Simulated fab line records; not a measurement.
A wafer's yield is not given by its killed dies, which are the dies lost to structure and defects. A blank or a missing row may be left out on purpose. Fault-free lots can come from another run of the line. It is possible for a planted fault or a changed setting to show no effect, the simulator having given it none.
A struck lot beside a sound one | flow berkeley cmos170 | 16 steps out of a route of 331
Sound: these wafers, L809.1, L809.2, L809.4. Struck: wafers L813.1, L813.2, L813.3. Last of all comes the cause.
At each step with rows: each side's tool, then ch and its chambers, then its first start. Under that, the readings that differ: sound wafers | struck wafers | difference of the means | sigmas: that difference in standard deviations of wafers without a fault.
alike: same words and numbers on both sides, and readings whose means sit less than 2 such deviations apart. not compared: any withheld reading, any reading some wafer has no value for, any bound like >300 that may hide the same value, and any number with overlapping values for which the record gives no deviation.
The two part at a step that has a row with sigmas, a row that says differs or no value, or rows on one side only. Numbers that don't overlap but have no deviation are shown without sigmas and don't part them. Lack of a reading on every wafer of one side parts them only where that side has two or more wafers.

UCB170_NVT_OVL_MEAS_06:
  struck on overlay-02, day 9 04:34; sound on overlay-01, day 8 15:59
  alike: NVT_OVL
following that, these wafers have no rows for 1 step: UCB170_NVT_IMPLANT_07.
UCB170_NVT_STRIP_08: strips in O2.
  sound on plasma asher-03 ch 0,1, day 8 16:10; struck on plasma asher-04 ch 0,1, day 9 04:44
  reading                      | sound             | struck            | difference | sigmas
  strip time to endpoint s (s) | 21.50 21.42 21.54 | 21.64 21.61 21.68 | +0.16      | +2
  alike: drypump motor current A, oes product au
  not compared: rf hours counter h
UCB170_NVT_TW_MEAS_09:
  struck on film metro-01, day 9 04:50; sound on film metro-02, day 8 16:16
  alike: NVT_TW
then, 7 steps without rows for these wafers: UCB170_NVT_CLEAN_10 (cleans in SPM, time 600 s); UCB170_PVT_HMDS_00 (prime time 60 s); UCB170_PVT_COAT_01 (resist thk 900 nm); UCB170_PVT_SOFTBAKE_02 (time 60 s); UCB170_PVT_EXPOSE_03 (exposes mask NWELL, target cd 3000 nm); UCB170_PVT_PEB_04; UCB170_PVT_DEVELOP_05 (develop time 45 s).
UCB170_PVT_OVL_MEAS_06:
  struck on overlay-02, day 9 06:34; sound on overlay-01, day 8 18:05
  alike: PVT_OVL
UCB170_PVT_IMPLANT_07:
  sound on implanter-04 ch 0, day 8 18:08; struck on implanter-01 ch 0, day 9 06:37
  reading            | sound                            | struck                           | difference  | sigmas
  dose ions cm2      | 2.0008e+12 1.9979e+12 2.0004e+12 | 1.9998e+13 2.0001e+13 1.9999e+13 | +1.8000e+13 | +99 or more
  faraday current uA | 6.68 6.37 6.31                   | 61.77 64.47 64.35                | +57.08      | +99 or more
  alike: beam energy keV
UCB170_PVT_STRIP_08: strips in O2.
  sound on plasma asher-01 ch 0,1, day 8 18:17; struck on plasma asher-02 ch 0,1, day 9 06:46
  reading                      | sound             | struck            | difference | sigmas
  strip time to endpoint s (s) | 21.57 21.52 21.60 | 21.71 21.69 21.77 | +0.16      | +2
  alike: drypump motor current A, oes product au
  not compared: rf hours counter h
UCB170_PVT_TW_MEAS_09:
  struck on film metro-04, day 9 07:11; sound on film metro-03, day 8 18:23
  reading | sound       | struck         | difference | sigmas
  PVT_TW  | 521 522 517 | 1068 1066 1074 | +549       | +99 or more
  not compared: hold
following that, these wafers have no rows for 1 step: UCB170_M3_PROBE_99.

## WHERE THEY PART
First at UCB170_NVT_STRIP_08; last, within this record, at UCB170_PVT_TW_MEAS_09.

WHY: what had been put in by the simulator
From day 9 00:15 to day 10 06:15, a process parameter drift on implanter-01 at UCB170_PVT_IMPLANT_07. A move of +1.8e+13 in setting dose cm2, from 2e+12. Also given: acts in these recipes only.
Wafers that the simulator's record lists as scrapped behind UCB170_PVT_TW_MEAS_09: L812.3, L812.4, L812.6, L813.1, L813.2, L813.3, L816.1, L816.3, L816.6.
